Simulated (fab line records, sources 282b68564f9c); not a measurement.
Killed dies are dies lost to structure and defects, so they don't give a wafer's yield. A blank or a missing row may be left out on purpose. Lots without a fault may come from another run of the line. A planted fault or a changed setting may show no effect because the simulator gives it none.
Which tool did it? | flow rit_cmos | 7 lots, 21 wafers sampled, at 2 steps of a route of 202

WHAT THE GAUGES READ, wafer by wafer
RIT_NLDD_TW_MEAS_10.
lot  | measured    | on            | NLDD_TW
L452 | day 3 03:55 | film_metro-03 | 2487 2502 2509
L454 | day 3 13:31 | film_metro-02 | 2511 2505 2516
L456 | day 3 21:14 | film_metro-03 | 2500 2500 2485
L458 | day 4 08:50 | film_metro-02 | 2507 2514 2512
L461 | day 5 00:57 | film_metro-01 | 2785 2801 2796
L464 | day 5 10:43 | film_metro-02 | 2762 2782 2759
L473 | day 7 10:27 | film_metro-01 | 2509 2510 2521

WHICH TOOL RAN EACH LOT (tool, then ch and the chambers of the sampled wafers, then the start)
lot  | RIT_NLDD_IMPLANT_08
L452 | implanter-04 ch 0, day 3 03:37
L454 | implanter-04 ch 0, day 3 13:13
L456 | implanter-02 ch 0, day 3 20:56
L458 | implanter-04 ch 0, day 4 08:31
L461 | implanter-04 ch 0, day 5 00:38
L464 | implanter-04 ch 0, day 5 10:26
L473 | implanter-03 ch 0, day 7 10:07
- RIT_NLDD_IMPLANT_08

THE ANSWER, worked out from the rows above alone
Rule: what is usual is taken from the lots themselves. Put in order of their means at a reading, lots are off if they are a third of the lots or fewer, leave a main group of 4 or more, and stand apart from it by a gap of 3 or more times the standard deviation of the main group's means; of several such gaps the widest counts. A main group whose means are all the same, to the digits that the tables above print for the reading, isn't used. A lot without any number at a reading at which 4 lots or more have one is off too. The other lots that the step has rows for count as sound.
Off: L461, L464, at RIT_NLDD_TW_MEAS_10 (NLDD_TW). The main group: mean 2506, standard deviation 7.3.
A tool fits if, at a process step before that reading, it ran every lot that is off, and no sound lot after the first of them. The gauges at RIT_NLDD_TW_MEAS_10 are tried like those tools. One fits: implanter-04 at RIT_NLDD_IMPLANT_08. Its last sound lot is L458 (day 4 08:31), its first lot that is off L461 (day 5 00:38): a fault that began between those two fits.

WHAT THE SIMULATOR HAD PUT IN
Process parameter drift: implanter-04, from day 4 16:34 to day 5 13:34, at RIT_NLDD_IMPLANT_08. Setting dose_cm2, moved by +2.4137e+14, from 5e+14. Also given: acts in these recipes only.
Lots struck among those shown: L461, L464. The rule above found the same.
